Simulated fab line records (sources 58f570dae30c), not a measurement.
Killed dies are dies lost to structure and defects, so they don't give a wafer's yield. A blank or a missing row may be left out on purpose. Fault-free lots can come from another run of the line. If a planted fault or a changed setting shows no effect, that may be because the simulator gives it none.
Lot-split experiment -- flow berkeley_cmos170 -- route with 331 steps; 5 lots, 23 wafers read

## SPLIT DETAILS
At UCB170_NWELL_ETCH_13 (etches Si3N4 in CH3F/Ar/O2, stops on SiO2, target depth 246.4 nm, time 154 s), the setting time_s was moved away from the recipe's 154 s on 8 of the 23 wafers read, by -9.0% to +12.7%. All remaining wafers had this setting at the recipe value.

The reading is taken at the split's own step.

## THE READING
KrF_of_NWELL_COAT_07.thk_nm (the simulator's own value, which no gauge read), in nm, at UCB170_NWELL_ETCH_13 (etches Si3N4 in CH3F/Ar/O2, stops on SiO2, target depth 246.4 nm, time 154 s). The file does not state a usual value for it. Across the 15 wafers here that went through the recipe, the average is 721.5 nm and the standard deviation 2.1 nm.

wafer,"tool, chamber at the split","time_s as run, s",against the recipe,"KrF_of_NWELL_COAT_07.thk_nm, nm",against lot-mates on the recipe
L074.1,"rie_diel-02, 3",154,recipe,722.5,-
L074.2,"rie_diel-02, 1",148,-3.9%,729.6,+7.2
L074.3,"rie_diel-02, 0",148,-3.9%,730.9,+8.5
L074.4,"rie_diel-02, 0",154,recipe,722.3,-
L074.5,"rie_diel-02, 1",148,-3.9%,728.5,+6.1
L075.3,"rie_diel-03, 3",154,recipe,724.5,-
L075.4,"rie_diel-03, 1",154,recipe,720,-
L075.6,"rie_diel-03, 0",154,recipe,724.7,-
L080.1,"rie_diel-03, 1",140.2,-9.0%,735.5,+13.2
L080.3,"rie_diel-03, 2",154,recipe,720.8,-
L080.4,"rie_diel-03, 3",154,recipe,723.7,-
L080.5,"rie_diel-03, 1",140.2,-9.0%,735,+12.8
L080.6,"rie_diel-03, 2",140.2,-9.0%,733.5,+11.2
L081.1,"rie_diel-02, 3",173.5,+12.7%,694.9,-27.2
L081.2,"rie_diel-02, 2",154,recipe,723.5,-
L081.3,"rie_diel-02, 1",154,recipe,720.9,-
L081.4,"rie_diel-02, 0",154,recipe,722,-
L081.6,"rie_diel-02, 1",173.5,+12.7%,705.3,-16.8
L083.1,"rie_diel-03, 3",154,recipe,719.1,-
L083.2,"rie_diel-03, 1",154,recipe,716.4,-
L083.4,"rie_diel-03, 2",154,recipe,719.8,-
L083.5,"rie_diel-03, 3",154,recipe,720.6,-
L083.6,"rie_diel-03, 0",154,recipe,721.9,-

THE FIT
A straight line over all 23 wafers: KrF_of_NWELL_COAT_07.thk_nm changes by -1.63 nm for each +1% of time_s; r = -0.96; the points scatter about the line by 2.6 nm.
The same after taking each lot's own level away (the mean of its wafers on the recipe; 23 wafers): -1.61 nm for each +1%; r = -0.96; scatter 2.4 nm.
According to that fit, moving time_s by its largest amount changes the reading by 20 nm.
From 719.56 to 723.07 nm: that is the span of the lots' own levels, equal to 1.6 times the standard deviation above.
So the lot-to-lot level changes the slope little: the two slopes agree.
Check: with one of the wafers moved furthest among these (+12.7%) left out of the fit, the line predicts -17.4 nm for it against its lot-mates. Against them it came out at -27.2 nm.

## OTHER SPLITS ON THESE WAFERS
These wafers also went through other splits before the reading. Each is held against what the fit with the lots' levels taken away leaves over:
other split on the same wafers,wafers away from the commonest value,r with KrF_of_NWELL_COAT_07.thk_nm (lot level and that fit taken away)
UCB170_START_OXIDATION_02 temp_c,18,+0.07
UCB170_NWELL_OXIDATION_01 ox_time_s,15,+0.00

## THE WHOLE CHAIN: every reading that the file lists as answering this split, in the file's order
step,what it does,reading,change (the file's fit),r (the file's)
UCB170_NWELL_ETCH_13,"etches Si3N4 in CH3F/Ar/O2, stops on SiO2, target depth 246.4 nm, time 154 s","KrF_of_NWELL_COAT_07.thk_nm (the simulator's own value, which no gauge read)",-1.64 nm for each +1% of the setting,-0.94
UCB170_NWELL_STRIP_15,strips in O2,strip_time_to_endpoint_s,withheld for each +1% of the setting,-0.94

## FILE'S OWN FIT
KrF_of_NWELL_COAT_07.thk_nm changes by -1.64 nm for each +1% of time_s, r = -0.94.
